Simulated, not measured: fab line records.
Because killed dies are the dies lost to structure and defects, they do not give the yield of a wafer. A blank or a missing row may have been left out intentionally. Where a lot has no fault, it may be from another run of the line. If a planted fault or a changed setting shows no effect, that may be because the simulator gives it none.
Split-lot study :: flow berkeleyCmos170 :: on a route of 331 steps: 5 lots, 23 wafers read

## THE SPLIT
At UCB170_NWELL_COAT_07 (resist thk 900 nm), the setting resistThkNm was moved away from the recipe's 900 nm on 5 of the 23 wafers read, by -5.6% to +3.4%. The other wafers ran this setting at the recipe's value.

## FROM THE SPLIT TO THE READING: what the file shows between them, 3 steps
- UCB170_NWELL_SOFTBAKE_08: time 60 s
- UCB170_NWELL_EXPOSE_09: exposes mask NWELL, target cd 3000 nm
- UCB170_NWELL_DEVELOP_11: develop time 45 s

## THE READING
KrF_of_NWELL_COAT_07.thkNm (the simulator's own value, which no gauge read), in nm, at UCB170_NWELL_ETCH_13 (etches Si3N4 in CH3F/Ar/O2, stops on SiO2, target depth 246.4 nm, time 154 s). The file does not state a usual value for it. The 18 wafers here that ran the recipe average 722.7 nm, standard deviation 2.6 nm.

wafer: L074.1
tool, chamber at the split: lithoTrack-02, 0
resistThkNm as run, nm: 900
against the recipe: recipe
KrF_of_NWELL_COAT_07.thkNm, nm: 722.5
against lot-mates on the recipe: -

wafer: L074.2
tool, chamber at the split: lithoTrack-02, 0
resistThkNm as run, nm: 849.9
against the recipe: -5.6%
KrF_of_NWELL_COAT_07.thkNm, nm: 675
against lot-mates on the recipe: -49.1

wafer: L074.3
tool, chamber at the split: lithoTrack-02, 0
resistThkNm as run, nm: 849.9
against the recipe: -5.6%
KrF_of_NWELL_COAT_07.thkNm, nm: 674.3
against lot-mates on the recipe: -49.8

wafer: L074.4
tool, chamber at the split: lithoTrack-02, 0
resistThkNm as run, nm: 849.9
against the recipe: -5.6%
KrF_of_NWELL_COAT_07.thkNm, nm: 672.5
against lot-mates on the recipe: -51.6

wafer: L074.5
tool, chamber at the split: lithoTrack-02, 0
resistThkNm as run, nm: 900
against the recipe: recipe
KrF_of_NWELL_COAT_07.thkNm, nm: 725.7
against lot-mates on the recipe: -

wafer: L076.2
tool, chamber at the split: lithoTrack-03, 0
resistThkNm as run, nm: 900
against the recipe: recipe
KrF_of_NWELL_COAT_07.thkNm, nm: 727.2
against lot-mates on the recipe: -

wafer: L076.3
tool, chamber at the split: lithoTrack-03, 0
resistThkNm as run, nm: 900
against the recipe: recipe
KrF_of_NWELL_COAT_07.thkNm, nm: 726.7
against lot-mates on the recipe: -

wafer: L076.4
tool, chamber at the split: lithoTrack-03, 0
resistThkNm as run, nm: 900
against the recipe: recipe
KrF_of_NWELL_COAT_07.thkNm, nm: 723.9
against lot-mates on the recipe: -

wafer: L076.5
tool, chamber at the split: lithoTrack-03, 0
resistThkNm as run, nm: 900
against the recipe: recipe
KrF_of_NWELL_COAT_07.thkNm, nm: 725.6
against lot-mates on the recipe: -

wafer: L076.6
tool, chamber at the split: lithoTrack-03, 0
resistThkNm as run, nm: 900
against the recipe: recipe
KrF_of_NWELL_COAT_07.thkNm, nm: 722.6
against lot-mates on the recipe: -

wafer: L075.1
tool, chamber at the split: lithoTrack-01, 0
resistThkNm as run, nm: 900
against the recipe: recipe
KrF_of_NWELL_COAT_07.thkNm, nm: 723.3
against lot-mates on the recipe: -

wafer: L075.2
tool, chamber at the split: lithoTrack-01, 0
resistThkNm as run, nm: 900
against the recipe: recipe
KrF_of_NWELL_COAT_07.thkNm, nm: 724.3
against lot-mates on the recipe: -

wafer: L075.3
tool, chamber at the split: lithoTrack-01, 0
resistThkNm as run, nm: 930.4
against the recipe: +3.4%
KrF_of_NWELL_COAT_07.thkNm, nm: 755.2
against lot-mates on the recipe: +31.8

wafer: L075.4
tool, chamber at the split: lithoTrack-01, 0
resistThkNm as run, nm: 900
against the recipe: recipe
KrF_of_NWELL_COAT_07.thkNm, nm: 722.6
against lot-mates on the recipe: -

wafer: L075.6
tool, chamber at the split: lithoTrack-01, 0
resistThkNm as run, nm: 930.4
against the recipe: +3.4%
KrF_of_NWELL_COAT_07.thkNm, nm: 755
against lot-mates on the recipe: +31.6

wafer: L082.1
tool, chamber at the split: lithoTrack-03, 0
resistThkNm as run, nm: 900
against the recipe: recipe
KrF_of_NWELL_COAT_07.thkNm, nm: 717.4
against lot-mates on the recipe: -

wafer: L082.3
tool, chamber at the split: lithoTrack-03, 0
resistThkNm as run, nm: 900
against the recipe: recipe
KrF_of_NWELL_COAT_07.thkNm, nm: 721.6
against lot-mates on the recipe: -

wafer: L082.4
tool, chamber at the split: lithoTrack-03, 0
resistThkNm as run, nm: 900
against the recipe: recipe
KrF_of_NWELL_COAT_07.thkNm, nm: 719.7
against lot-mates on the recipe: -

wafer: L083.1
tool, chamber at the split: lithoTrack-02, 0
resistThkNm as run, nm: 900
against the recipe: recipe
KrF_of_NWELL_COAT_07.thkNm, nm: 719.5
against lot-mates on the recipe: -

wafer: L083.2
tool, chamber at the split: lithoTrack-02, 0
resistThkNm as run, nm: 900
against the recipe: recipe
KrF_of_NWELL_COAT_07.thkNm, nm: 722.3
against lot-mates on the recipe: -

wafer: L083.3
tool, chamber at the split: lithoTrack-02, 0
resistThkNm as run, nm: 900
against the recipe: recipe
KrF_of_NWELL_COAT_07.thkNm, nm: 720.3
against lot-mates on the recipe: -

wafer: L083.6
tool, chamber at the split: lithoTrack-02, 0
resistThkNm as run, nm: 900
against the recipe: recipe
KrF_of_NWELL_COAT_07.thkNm, nm: 720.3
against lot-mates on the recipe: -

wafer: L083.4
tool, chamber at the split: lithoTrack-02, 0
resistThkNm as run, nm: 900
against the recipe: recipe
KrF_of_NWELL_COAT_07.thkNm, nm: 722.8
against lot-mates on the recipe: -

FIT RESULTS
A straight line over all 23 wafers: KrF_of_NWELL_COAT_07.thkNm changes by +8.95 nm for each +1% of resistThkNm; r = +0.99; the points scatter about the line by 2.5 nm.
The same after taking each lot's own level away (the mean of its wafers on the recipe; 23 wafers): +9.1 nm for each +1%; r = +1.00; scatter 1.4 nm.
The reading moves by 51 nm for the largest change in resistThkNm, on that fit.
From 719.57 to 725.20 nm: that is the span of the lots' own levels, equal to 2.2 times the standard deviation above.
The two slopes are in agreement: the lot-to-lot level therefore moves the slope only a little.
Check: -51 nm against its lot-mates is what the line predicts for one of the wafers moved furthest among these (-5.6%) when that wafer is left out of the fit. Against them it came out at -49.1 nm.

## THE OTHER SPLITS THESE WAFERS WENT THROUGH
These wafers also went through other splits before the reading. Each is held against what the fit with the lots' levels taken away leaves over:
other split on the same wafers: UCB170_NWELL_CVD_04 sih2cl2FlowSccm
wafers away from the commonest value: 18
r with KrF_of_NWELL_COAT_07.thkNm (lot level and that fit taken away): +0.09

## THE WHOLE CHAIN: every reading that the file lists as answering this split, in the file's order
step: UCB170_NWELL_COAT_07
what it does: resist thk 900 nm
reading: KrF_of_NWELL_COAT_07.thkNm (the simulator's own value, which no gauge read)
change (the file's fit): +9.25 nm for each +1% of the setting
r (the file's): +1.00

step: UCB170_NWELL_ETCH_13
what it does: etches Si3N4 in CH3F/Ar/O2, stops on SiO2, target depth 246.4 nm, time 154 s
reading: KrF_of_NWELL_COAT_07.thkNm (the simulator's own value, which no gauge read)
change (the file's fit): +9.11 nm for each +1% of the setting
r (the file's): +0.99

step: UCB170_NWELL_STRIP_15
what it does: strips in O2
reading: stripTimeToEndpointS
change (the file's fit): withheld for each +1% of the setting
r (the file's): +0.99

## THE FILE'S OWN FIT
KrF_of_NWELL_COAT_07.thkNm changes by +9.11 nm for each +1% of resistThkNm, r = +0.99.
